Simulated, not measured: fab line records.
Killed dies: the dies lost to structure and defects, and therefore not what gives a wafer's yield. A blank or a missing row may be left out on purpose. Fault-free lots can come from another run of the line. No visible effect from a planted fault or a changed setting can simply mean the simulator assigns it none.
Split-lot experiment || flow rit_cmos || route with 202 steps; 5 lots, 23 wafers read

== ABOUT THE SPLIT ==
At RIT_NSD_IMPLANT_08, the setting energy_kev was moved away from the recipe's 25 on 5 of the 23 wafers read, by -4.9% to -3.7%. All remaining wafers had this setting at the recipe value.

The reading comes from the split's own step.

== THE READING ==
In nm, at RIT_NSD_IMPLANT_08: implant.drp_nm, which is the simulator's own figure and was read by no gauge. The file gives no usual value for it.

{"wafer": "L077.4", "tool, chamber at the split": "implanter-02, 0", "energy_kev as run": 25, "against the recipe": "recipe", "implant.drp_nm, nm": 14.84, "against lot-mates on the recipe": "-"}
{"wafer": "L077.5", "tool, chamber at the split": "implanter-02, 0", "energy_kev as run": 25, "against the recipe": "recipe", "implant.drp_nm, nm": 14.84, "against lot-mates on the recipe": "-"}
{"wafer": "L077.6", "tool, chamber at the split": "implanter-02, 0", "energy_kev as run": 25, "against the recipe": "recipe", "implant.drp_nm, nm": 14.84, "against lot-mates on the recipe": "-"}
{"wafer": "L082.1", "tool, chamber at the split": "implanter-02, 0", "energy_kev as run": 25, "against the recipe": "recipe", "implant.drp_nm, nm": 14.84, "against lot-mates on the recipe": "-"}
{"wafer": "L082.3", "tool, chamber at the split": "implanter-02, 0", "energy_kev as run": 25, "against the recipe": "recipe", "implant.drp_nm, nm": 14.84, "against lot-mates on the recipe": "-"}
{"wafer": "L082.6", "tool, chamber at the split": "implanter-02, 0", "energy_kev as run": 25, "against the recipe": "recipe", "implant.drp_nm, nm": 14.84, "against lot-mates on the recipe": "-"}
{"wafer": "L082.2", "tool, chamber at the split": "implanter-02, 0", "energy_kev as run": 24.07, "against the recipe": "-3.7%", "implant.drp_nm, nm": 14.5, "against lot-mates on the recipe": -0.34}
{"wafer": "L082.4", "tool, chamber at the split": "implanter-02, 0", "energy_kev as run": 24.07, "against the recipe": "-3.7%", "implant.drp_nm, nm": 14.5, "against lot-mates on the recipe": -0.34}
{"wafer": "L083.2", "tool, chamber at the split": "implanter-03, 0", "energy_kev as run": 25, "against the recipe": "recipe", "implant.drp_nm, nm": 14.84, "against lot-mates on the recipe": "-"}
{"wafer": "L083.4", "tool, chamber at the split": "implanter-03, 0", "energy_kev as run": 25, "against the recipe": "recipe", "implant.drp_nm, nm": 14.84, "against lot-mates on the recipe": "-"}
{"wafer": "L083.3", "tool, chamber at the split": "implanter-03, 0", "energy_kev as run": 23.77, "against the recipe": "-4.9%", "implant.drp_nm, nm": 14.39, "against lot-mates on the recipe": -0.45}
{"wafer": "L083.5", "tool, chamber at the split": "implanter-03, 0", "energy_kev as run": 23.77, "against the recipe": "-4.9%", "implant.drp_nm, nm": 14.39, "against lot-mates on the recipe": -0.45}
{"wafer": "L083.6", "tool, chamber at the split": "implanter-03, 0", "energy_kev as run": 23.77, "against the recipe": "-4.9%", "implant.drp_nm, nm": 14.39, "against lot-mates on the recipe": -0.45}
{"wafer": "L084.1", "tool, chamber at the split": "implanter-02, 0", "energy_kev as run": 25, "against the recipe": "recipe", "implant.drp_nm, nm": 14.84, "against lot-mates on the recipe": "-"}
{"wafer": "L084.2", "tool, chamber at the split": "implanter-02, 0", "energy_kev as run": 25, "against the recipe": "recipe", "implant.drp_nm, nm": 14.84, "against lot-mates on the recipe": "-"}
{"wafer": "L084.3", "tool, chamber at the split": "implanter-02, 0", "energy_kev as run": 25, "against the recipe": "recipe", "implant.drp_nm, nm": 14.84, "against lot-mates on the recipe": "-"}
{"wafer": "L084.5", "tool, chamber at the split": "implanter-02, 0", "energy_kev as run": 25, "against the recipe": "recipe", "implant.drp_nm, nm": 14.84, "against lot-mates on the recipe": "-"}
{"wafer": "L084.6", "tool, chamber at the split": "implanter-02, 0", "energy_kev as run": 25, "against the recipe": "recipe", "implant.drp_nm, nm": 14.84, "against lot-mates on the recipe": "-"}
{"wafer": "L085.1", "tool, chamber at the split": "implanter-03, 0", "energy_kev as run": 25, "against the recipe": "recipe", "implant.drp_nm, nm": 14.84, "against lot-mates on the recipe": "-"}
{"wafer": "L085.3", "tool, chamber at the split": "implanter-03, 0", "energy_kev as run": 25, "against the recipe": "recipe", "implant.drp_nm, nm": 14.84, "against lot-mates on the recipe": "-"}
{"wafer": "L085.4", "tool, chamber at the split": "implanter-03, 0", "energy_kev as run": 25, "against the recipe": "recipe", "implant.drp_nm, nm": 14.84, "against lot-mates on the recipe": "-"}
{"wafer": "L085.5", "tool, chamber at the split": "implanter-03, 0", "energy_kev as run": 25, "against the recipe": "recipe", "implant.drp_nm, nm": 14.84, "against lot-mates on the recipe": "-"}
{"wafer": "L085.6", "tool, chamber at the split": "implanter-03, 0", "energy_kev as run": 25, "against the recipe": "recipe", "implant.drp_nm, nm": 14.84, "against lot-mates on the recipe": "-"}

FIT RESULTS
A straight line over all 23 wafers: implant.drp_nm changes by +0.0914 nm for each +1% of energy_kev; r = +1.00; the points scatter about the line by 6.4e-05 nm.
The same after taking each lot's own level away (the mean of its wafers on the recipe; 23 wafers): +0.0914 nm for each +1%; r = +1.00; scatter 6.4e-05 nm.
Per that fit: largest energy_kev move, reading shift of 0.45 nm.
The lots' own levels span 14.840 to 14.840 nm.
Hence the lot-to-lot level has little effect on the slope; both slopes agree.
Check: for one of the wafers moved furthest among these (-4.9%), held out of the fit, the line's prediction against its lot-mates is -0.45 nm. It came out at -0.45 nm against them.

== FURTHER SPLITS ON THESE WAFERS ==
Before the reading, these wafers also passed through other splits. Each is held against what the fit with the lots' levels taken away leaves over:
{"other split on the same wafers": "RIT_ACTIVE_CVD_03 sih2cl2_flow_sccm", "wafers away from the commonest value": 15, "r with implant.drp_nm (lot level and that fit taken away)": -0.23}
{"other split on the same wafers": "RIT_ACTIVE_ETCH_13 over_etch_frac", "wafers away from the commonest value": 2, "r with implant.drp_nm (lot level and that fit taken away)": "+0.45"}
{"other split on the same wafers": "RIT_FOX2_OXIDATION_00 temp_c", "wafers away from the commonest value": 10, "r with implant.drp_nm (lot level and that fit taken away)": -0.38}
{"other split on the same wafers": "RIT_NWELL_IMPLANT_08 energy_kev", "wafers away from the commonest value": 9, "r with implant.drp_nm (lot level and that fit taken away)": "+0.19"}
{"other split on the same wafers": "RIT_NRETRO_IMPLANT_08 energy_kev", "wafers away from the commonest value": 10, "r with implant.drp_nm (lot level and that fit taken away)": -0.13}
{"other split on the same wafers": "RIT_PRETRO_COAT_01 resist_thk_nm", "wafers away from the commonest value": 11, "r with implant.drp_nm (lot level and that fit taken away)": -0.42}
{"other split on the same wafers": "RIT_GATE_CLEAN_04 time_s", "wafers away from the commonest value": 10, "r with implant.drp_nm (lot level and that fit taken away)": -0.51}
{"other split on the same wafers": "RIT_GATE_DEVELOP_15 develop_time_s", "wafers away from the commonest value": 10, "r with implant.drp_nm (lot level and that fit taken away)": "+0.03"}
{"other split on the same wafers": "RIT_PLDD_SOFTBAKE_02 temp_c", "wafers away from the commonest value": 7, "r with implant.drp_nm (lot level and that fit taken away)": "+0.32"}
{"other split on the same wafers": "RIT_SPACER_CVD_03 nh3_flow_sccm", "wafers away from the commonest value": 10, "r with implant.drp_nm (lot level and that fit taken away)": -0.19}
{"other split on the same wafers": "RIT_NSD_SOFTBAKE_02 temp_c", "wafers away from the commonest value": 9, "r with implant.drp_nm (lot level and that fit taken away)": -0.26}

== THE WHOLE CHAIN: every reading that the file lists as answering this split, in the file's order ==
{"step": "RIT_NSD_IMPLANT_08", "what it does": "", "reading": "implant.rp_nm (the simulator's own value, which no gauge read)", "change (the file's fit)": "+0.218 nm for each +1% of the setting", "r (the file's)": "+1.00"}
{"step": "RIT_NSD_IMPLANT_08", "what it does": "", "reading": "implant.drp_nm (the simulator's own value, which no gauge read)", "change (the file's fit)": "+0.0903 nm for each +1% of the setting", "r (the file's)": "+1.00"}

== THE FILE'S OWN FIT ==
implant.drp_nm changes by +0.0903 nm for each +1% of energy_kev, r = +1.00.
